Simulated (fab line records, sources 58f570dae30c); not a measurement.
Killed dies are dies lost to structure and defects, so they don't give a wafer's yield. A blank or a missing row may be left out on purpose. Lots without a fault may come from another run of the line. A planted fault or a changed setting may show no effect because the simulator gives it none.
Which tool did it? | flow berkeley_cmos170 | 15 lots, 45 wafers sampled, at 3 steps of a route of 331

WHAT THE GAUGES READ, wafer by wafer
UCB170_START_THK_MEAS_03. Usual: START_OXIDE_THK 18.2 nm, standard deviation 0.49.
lot  | measured    | on            | START_OXIDE_THK (nm) | flag
L403 | day 1 20:36 | film_metro-02 | 17.7 17.6 17.7       |
L404 | day 2 02:12 | film_metro-02 | 18.3 18.8 18.2       |
L407 | day 2 14:53 | film_metro-02 | 17.8 17.6 18.1       |
L408 | day 3 00:28 | film_metro-01 | 18.0 18.1 17.8       |
L409 | day 3 00:28 | film_metro-02 | 17.9 17.5 18.0       |
L410 | day 3 07:35 | film_metro-02 | 18.3 18.3 18.4       |
L411 | day 3 12:00 | film_metro-01 | 18.1 18.2 18.0       |
L412 | day 3 16:47 | film_metro-02 | 18.2 18.2 18.2       |
L417 | day 4 17:07 | film_metro-03 | 18.1 17.9 17.7       |
L419 | day 5 03:31 | film_metro-02 | 18.8 19.2 19.0       |
L420 | day 5 08:37 | film_metro-03 | 17.3 17.1 16.9       |
L422 | day 5 18:14 | film_metro-02 | 19.1 19.0 18.6       |
L423 | day 6 01:10 | film_metro-02 | 18.9 18.4 18.7       |
L424 | day 6 03:56 | film_metro-01 | 19.1 19.5 19.0       |
L425 | day 6 09:08 | film_metro-01 | 17.4 18.0 17.9       |

UCB170_NWELL_THK_MEAS_05. Usual: NWELL_NITRIDE_THK 224.0 nm, standard deviation 3.
lot  | measured    | on            | NWELL_NITRIDE_THK (nm) | flag
L403 | day 2 10:49 | film_metro-04 | 226.4 225.7 225.9      |
L404 | day 2 17:59 | film_metro-04 | 227.6 227.7 228.3      |
L407 | day 3 11:44 | film_metro-04 | 221.6 222.1 222.3      |
L408 | day 3 17:43 | film_metro-04 | 223.2 224.1 222.1      |
L409 | day 3 17:43 | film_metro-02 | 224.1 222.5 223.5      |
L410 | day 3 21:43 | film_metro-01 | 217.2 218.9 218.4      |
L411 | day 4 01:26 | film_metro-04 | 221.9 223.2 220.4      |
L412 | day 4 08:17 | film_metro-02 | 229.0 228.9 231.0      |
L417 | day 5 07:38 | film_metro-04 | 227.6 226.7 226.7      |
L419 | day 5 16:07 | film_metro-01 | 226.0 223.9 227.3      |
L420 | day 6 02:23 | film_metro-02 | 221.7 221.9 222.0      |
L422 | day 6 08:08 | film_metro-01 | 226.2 227.7 226.8      |
L423 | day 6 15:14 | film_metro-04 | 225.9 224.8 226.0      |
L424 | day 6 15:19 | film_metro-04 | 223.8 222.4 223.6      |
L425 | day 7 00:07 | film_metro-02 | 223.8 223.8 223.7      |

UCB170_V2_THK_MEAS_04. Usual: V2_POLISHED_THK 999.4 nm, standard deviation 1.3.
lot  | measured     | on            | V2_POLISHED_THK (nm) | flag
L403 | day 7 13:01  | film_metro-02 | 1002.3 999.4 999.7   |
L404 | day 8 05:58  | film_metro-04 | 1001.1 998.9 998.5   |
L407 | day 8 14:26  | film_metro-04 | 1000.6 999.0 999.2   |
L408 | day 9 01:46  | film_metro-02 | 999.2 1000.3 998.8   |
L409 | day 9 02:05  | film_metro-04 | 999.4 998.6 1000.0   |
L410 | day 9 02:38  | film_metro-02 | 1000.7 1000.1 1000.1 |
L411 | day 9 08:19  | film_metro-04 | 998.6 998.8 1000.1   |
L412 | day 9 19:40  | film_metro-03 | 997.5 999.1 999.7    |
L417 | day 11 10:31 | film_metro-02 | 1001.0 997.8 1000.7  |
L419 | day 11 11:05 | film_metro-04 | 1001.3 1003.3 1002.6 |
L420 | day 11 10:59 | film_metro-02 | 998.9 998.9 999.4    |
L422 | day 11 10:29 | film_metro-04 | 999.0 996.6 999.2    |
L423 | day 11 23:33 | film_metro-02 | 1001.1 998.5 1000.3  |
L424 | day 11 23:27 | film_metro-03 | 999.2 998.6 998.6    |
L425 | day 12 02:38 | film_metro-02 | 996.9 1000.3 1001.2  |

WHICH TOOL RAN EACH LOT (tool, then ch and the chambers of the sampled wafers, then the start)
The record holds no process step before these readings.

WHAT THE TOOLS THEMSELVES READ (means of the sampled wafers that have a number; where no wafer has one, the mark that the record gives instead)
The record holds no such reading with a usual standard deviation.

THE ANSWER, worked out from the rows above alone
Rule: a lot is off if the mean of its wafers that have a number lies more than 3 standard deviations from the usual mean. A lot without any number at a reading at which 4 lots or more have one is off too. The other lots that the step has rows for count as sound. The gauges are gone through in route order, then the tools' own readings, and for those a lot's mean is taken as printed above. The first step at which some lot is off is used, and at that step the reading that is off furthest; a lot without a number counts as furthest.
No lot is off at any reading shown: from this, nothing can be told.

WHAT THE SIMULATOR HAD PUT IN
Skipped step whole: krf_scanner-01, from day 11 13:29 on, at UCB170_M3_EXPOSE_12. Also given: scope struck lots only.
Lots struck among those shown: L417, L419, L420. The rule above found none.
